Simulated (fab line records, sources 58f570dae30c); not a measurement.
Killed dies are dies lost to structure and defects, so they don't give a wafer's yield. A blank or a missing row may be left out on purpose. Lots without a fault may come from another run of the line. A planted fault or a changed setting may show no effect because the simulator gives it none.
Split-lot experiment | flow berkeley_cmos170 | 5 lots, 27 wafers read, on a route of 331 steps

THE SPLIT
At UCB170_SPACER_CVD_00 (deposits SiO2 from TEOS/O2, target thk 376 nm, time 47 s), the setting time_s was moved away from the recipe's 47 s on 12 of the 27 wafers read, by -50.1% to +50.4%. The other wafers ran this setting at the recipe's value.

The file shows no step between the split and the reading.

THE READING
SPACER_TEOS_THK, in nm, at UCB170_SPACER_THK_MEAS_01. Fault-free wafers of this fab line usually give 377 nm, standard deviation 4.1 nm.

wafer  | tool, chamber at the split | time_s as run, s | against the recipe | SPACER_TEOS_THK, nm | against lot-mates on the recipe
L076.1 | pecvd-02, 2                | 64.88            | +38.0%             | 515                 | +135
L076.2 | pecvd-02, 0                | 64.88            | +38.0%             | 521                 | +141
L076.3 | pecvd-02, 1                | 47               | recipe             | 375                 | -
L076.4 | pecvd-02, 1                | 47               | recipe             | 384                 | -
L076.5 | pecvd-02, 0                | 64.88            | +38.0%             | 529                 | +149
L076.6 | pecvd-02, 2                | 47               | recipe             | 381                 | -
L077.1 | pecvd-04, 2                | 47               | recipe             | 373                 | -
L077.2 | pecvd-04, 1                | 47               | recipe             | 369                 | -
L077.6 | pecvd-04, 0                | 47               | recipe             | 375                 | -
L080.1 | pecvd-04, 0                | 47               | recipe             | 370                 | -
L080.2 | pecvd-04, 1                | 70.67            | +50.4%             | 560                 | +186
L080.3 | pecvd-04, 2                | 47               | recipe             | 371                 | -
L080.4 | pecvd-04, 2                | 70.67            | +50.4%             | 567                 | +193
L080.5 | pecvd-04, 1                | 47               | recipe             | 380                 | -
L080.6 | pecvd-04, 0                | 70.67            | +50.4%             | 566                 | +192
L083.1 | pecvd-02, 0                | 47               | recipe             | 373                 | -
L083.2 | pecvd-02, 1                | 47               | recipe             | 376                 | -
L083.3 | pecvd-02, 2                | 47               | recipe             | 371                 | -
L083.4 | pecvd-02, 0                | 64.93            | +38.1%             | 523                 | +150
L083.5 | pecvd-02, 1                | 64.93            | +38.1%             | 527                 | +154
L083.6 | pecvd-02, 2                | 64.93            | +38.1%             | 524                 | +151
L085.1 | pecvd-03, 0                | 23.45            | -50.1%             | 184                 | -192
L085.2 | pecvd-03, 1                | 47               | recipe             | 372                 | -
L085.3 | pecvd-03, 2                | 23.45            | -50.1%             | 184                 | -192
L085.4 | pecvd-03, 0                | 47               | recipe             | 378                 | -
L085.5 | pecvd-03, 2                | 47               | recipe             | 377                 | -
L085.6 | pecvd-03, 1                | 23.45            | -50.1%             | 188                 | -188

THE FIT
A straight line over all 27 wafers: SPACER_TEOS_THK changes by +3.81 nm for each +1% of time_s; r = +1.00; the points scatter about the line by 4.4 nm.
The same after taking each lot's own level away (the mean of its wafers on the recipe; 27 wafers): +3.81 nm for each +1%; r = +1.00; scatter 4.2 nm.
On that fit, the largest move of time_s shifts the reading by 1.9e+02 nm.
The lots' own levels span 372.3 to 380.0 nm, that is 1.9 times the standard deviation above.
So the lot-to-lot level changes the slope little: the two slopes agree.
Check: with one of the wafers moved furthest among these (+50.4%) left out of the fit, the line predicts +193 nm for it against its lot-mates. It came out at +186 nm against them.

OTHER SPLITS ON THESE WAFERS
These wafers also went through other splits before the reading. Each is held against what the fit with the lots' levels taken away leaves over:
other split on the same wafers      | wafers away from the commonest value | r with SPACER_TEOS_THK (lot level and that fit taken away)
UCB170_START_OXIDATION_02 ox_time_s | 21                                   | -0.10
UCB170_PWELL_ETCH_14 target_depth_a | 9                                    | +0.23

THE WHOLE CHAIN: every reading that the file lists as answering this split, in the file's order
step                      | what it does                                                             | reading                                                                       | change (the file's fit)                                                                | r (the file's)
UCB170_SPACER_CVD_00      | deposits SiO2 from TEOS/O2, target thk 376 nm, time 47 s                 | SiO2_of_SPACER_CVD_00.thk_nm (the simulator's own value, which no gauge read) | +3.82 nm for each +1% of the setting                                                   | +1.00
UCB170_SPACER_THK_MEAS_01 |                                                                          | SPACER_TEOS_THK                                                               | +3.82 for each +1% of the setting                                                      | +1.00
UCB170_SPACER_ETCHBACK_03 | etches SiO2 in CHF3/CF4/Ar, stops on Si, target depth 376 nm, time 100 s | oes_product_au                                                                | not straight: 0.572 at the lowest setting, 0.896 at the recipe, 1.000 at the highest   | not given
UCB170_SPACER_ETCHBACK_03 | etches SiO2 in CHF3/CF4/Ar, stops on Si, target depth 376 nm, time 100 s | etch.depth_nm (the simulator's own value, which no gauge read)                | not straight: 185.4 at the lowest setting, 374.9 at the recipe, 427.7 at the highest   | not given
UCB170_M3_PROBE_99        |                                                                          | etest.pmos_0p6.r_on_ohm_um (the simulator's own value, which no gauge read)   | not straight: 8371 at the lowest setting, 8371 at the recipe, 1.444e+04 at the highest | not given
UCB170_M3_PROBE_99        |                                                                          | etest.pmos_0p35.r_on_ohm_um (the simulator's own value, which no gauge read)  | not straight: 4607 at the lowest setting, 4607 at the recipe, 9347 at the highest      | not given

THE FILE'S OWN FIT
SPACER_TEOS_THK changes by +3.82 nm for each +1% of time_s, r = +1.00.
